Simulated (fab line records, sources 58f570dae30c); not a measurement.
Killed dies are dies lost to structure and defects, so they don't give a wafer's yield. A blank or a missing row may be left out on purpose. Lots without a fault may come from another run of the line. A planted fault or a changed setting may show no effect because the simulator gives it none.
Problem report in the 8D (eight disciplines) form, filled by code | flow berkeley_cmos170 | the parts of the form that need people (team, actions taken, sign-off) are left out

1. THE PROBLEM
oes_product_au at UCB170_V1_ETCH_14 reads a mean of 0.726 a.u. on 6 wafers of 2 lots; wafers without a fault read 0.879 a.u. with a standard deviation of 0.012. That is -13 standard deviations from the usual mean.
The step: etches SiO2 in CHF3/CF4/Ar, stops on Al, target depth 1250 nm, time 291 s.
First seen on wafer L942.1, day 8 14:59, on rie_diel-02. The record holds 36 wafers of 12 lots with a number at this step. Rule for "out", or "out of limits": more than 4 standard deviations from the usual mean. The other wafers with a number count as sound.

2. WHAT IT IS AND WHAT IT IS NOT
question                    | is                     | is not
which readings at this step | oes_product_au         | drypump_motor_current_A, throttle_valve_pct
which lots                  | L942, L946             | L935, L936, L937, L941, L950, L951, L955, L956, L957, L958
which wafers of those lots  | all that have a number | -
read on which tools         | rie_diel-02            | rie_diel-01, rie_diel-03
when                        | from day 8 14:59       | up to then (12 sound wafers); but 18 sound wafers of L950, L951, L955, L956, L957, L958 came after

3. SUSPECTS, AND WHAT RULES EACH OUT
Counting: a tool at a process step up to the reading stays a suspect if it ran every lot that is out and no sound lot after the first of them.
- rie_diel-02 at UCB170_V1_ETCH_14 (etches SiO2 in CHF3/CF4/Ar, stops on Al, target depth 1250 nm, time 291 s): ruled out as a lasting fault. Sound lots L956 ran on it after its first lot that is out, L942 (day 8 14:59).
Left after counting: nothing in the record.

4. THE CAUSE (what the simulator had put in)
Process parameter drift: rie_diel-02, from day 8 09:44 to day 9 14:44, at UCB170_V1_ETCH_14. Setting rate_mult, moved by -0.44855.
Counting ruled it out, wrongly.

5. THE CHAIN OF EFFECTS, in route order
Each row: a reading whose mean over the struck wafers that have a number lies more than 3 standard deviations from the usual. Only readings for which the record gives a usual standard deviation are gone through. hours: the time from each lot's start at the first step in this table that gives one to its start at this step, as a median over the lots. sigmas: the change in usual standard deviations.
hours | step               | reading                  | usual      | on struck wafers | change | sigmas
0     | UCB170_V1_ETCH_14  | oes_product_au           | 0.879 a.u. | 0.726            | -0.153 | -13
0     | UCB170_V1_STRIP_15 | strip_time_to_endpoint_s | 15.32 s    | 18.16            | +2.84  | +31
The process steps in it:
- UCB170_V1_ETCH_14: etches SiO2 in CHF3/CF4/Ar, stops on Al, target depth 1250 nm, time 291 s.
- UCB170_V1_STRIP_15: strips in O2.

6. WHAT WOULD HAVE CAUGHT IT SOONER
In this record the first reading out of limits was taken at day 8 14:59, 5 hours after the fault began at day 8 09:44.
